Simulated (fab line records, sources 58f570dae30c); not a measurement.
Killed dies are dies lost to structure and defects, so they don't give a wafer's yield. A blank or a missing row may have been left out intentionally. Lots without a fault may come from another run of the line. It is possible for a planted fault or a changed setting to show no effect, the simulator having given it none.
Which tool did it? :: flow berkeley_cmos170 :: 21 wafers from 7 lots sampled at 3 of the route's 331 steps

## WHAT THE GAUGES READ, wafer by wafer
UCB170_NSD_CD_MEAS_06 targets a cd of 1200 nm.
lot: L790
measured: day 8 09:35
on: cd_sem-02
cd_nm (nm): 1199.8 1200.5 1199.8

lot: L789
measured: day 8 09:40
on: cd_sem-01
cd_nm (nm): 1198.5 1199.5 1200.8

lot: L791
measured: day 9 00:55
on: cd_sem-02
cd_nm (nm): 1199.2 1199.4 1199.3

lot: L793
measured: day 9 01:10
on: cd_sem-02
cd_nm (nm): 1198.0 1198.8 1198.3

lot: L796
measured: day 9 23:08
on: cd_sem-01
cd_nm (nm): 1181.7 1181.2 1182.8

lot: L807
measured: day 11 23:09
on: cd_sem-02
cd_nm (nm): 1200.1 1199.6 1200.3

lot: L806
measured: day 11 22:58
on: cd_sem-02
cd_nm (nm): 1199.9 1201.7 1197.8

## EACH LOT AND THE TOOL THAT RAN IT (in order: tool; ch and the chambers of the sampled wafers; start)
lot: L790
UCB170_GATE_STRIP_16: plasma_asher-02 ch 0, day 7 19:59
UCB170_NSD_PEB_04: litho_track-04 ch 0, day 8 09:19

lot: L789
UCB170_GATE_STRIP_16: plasma_asher-03 ch 0,1, day 7 19:54
UCB170_NSD_PEB_04: litho_track-03 ch 0, day 8 09:21

lot: L791
UCB170_GATE_STRIP_16: plasma_asher-03 ch 0,1, day 8 08:38
UCB170_NSD_PEB_04: litho_track-04 ch 0, day 9 00:38

lot: L793
UCB170_GATE_STRIP_16: plasma_asher-04 ch 0,1, day 8 09:01
UCB170_NSD_PEB_04: litho_track-01 ch 0, day 9 00:55

lot: L796
UCB170_GATE_STRIP_16: plasma_asher-04 ch 0,1, day 9 06:41
UCB170_NSD_PEB_04: litho_track-01 ch 0, day 9 22:52

lot: L807
UCB170_GATE_STRIP_16: plasma_asher-04 ch 0,1, day 11 10:03
UCB170_NSD_PEB_04: litho_track-03 ch 0, day 11 22:53

lot: L806
UCB170_GATE_STRIP_16: plasma_asher-03 ch 0,1, day 11 10:46
UCB170_NSD_PEB_04: litho_track-04 ch 0, day 11 22:41
- UCB170_GATE_STRIP_16: strips in O2.
- UCB170_NSD_PEB_04

## THE ANSWER, worked out from the rows above alone
Rule: what is usual is taken from the lots themselves. Put in order of their means at a reading, lots are off if they are a third of the lots or fewer, leave a main group of 4 or more, and stand apart from it by a gap of 3 or more times the standard deviation of the main group's means; of several such gaps the widest counts. The tables above print the reading to a certain number of digits; a main group whose means all agree to those digits is not used. Also off: a lot with no number at a reading for which 4 or more lots have one. All remaining lots with rows at the step are treated as sound.
Off at UCB170_NSD_CD_MEAS_06 (cd_nm): L796. For the main group the mean is 1199.5 nm and the standard deviation 0.57.
If a tool, at a process step before that reading, ran all the lots that are off and no sound lot after the first of them, it fits. Those tools and the gauges at UCB170_NSD_CD_MEAS_06 are tried in the same way. Can't be told from this: 2 tools fit, litho_track-01 at UCB170_NSD_PEB_04, cd_sem-01 at UCB170_NSD_CD_MEAS_06.

## WHAT WAS PUT IN BY THE SIMULATOR
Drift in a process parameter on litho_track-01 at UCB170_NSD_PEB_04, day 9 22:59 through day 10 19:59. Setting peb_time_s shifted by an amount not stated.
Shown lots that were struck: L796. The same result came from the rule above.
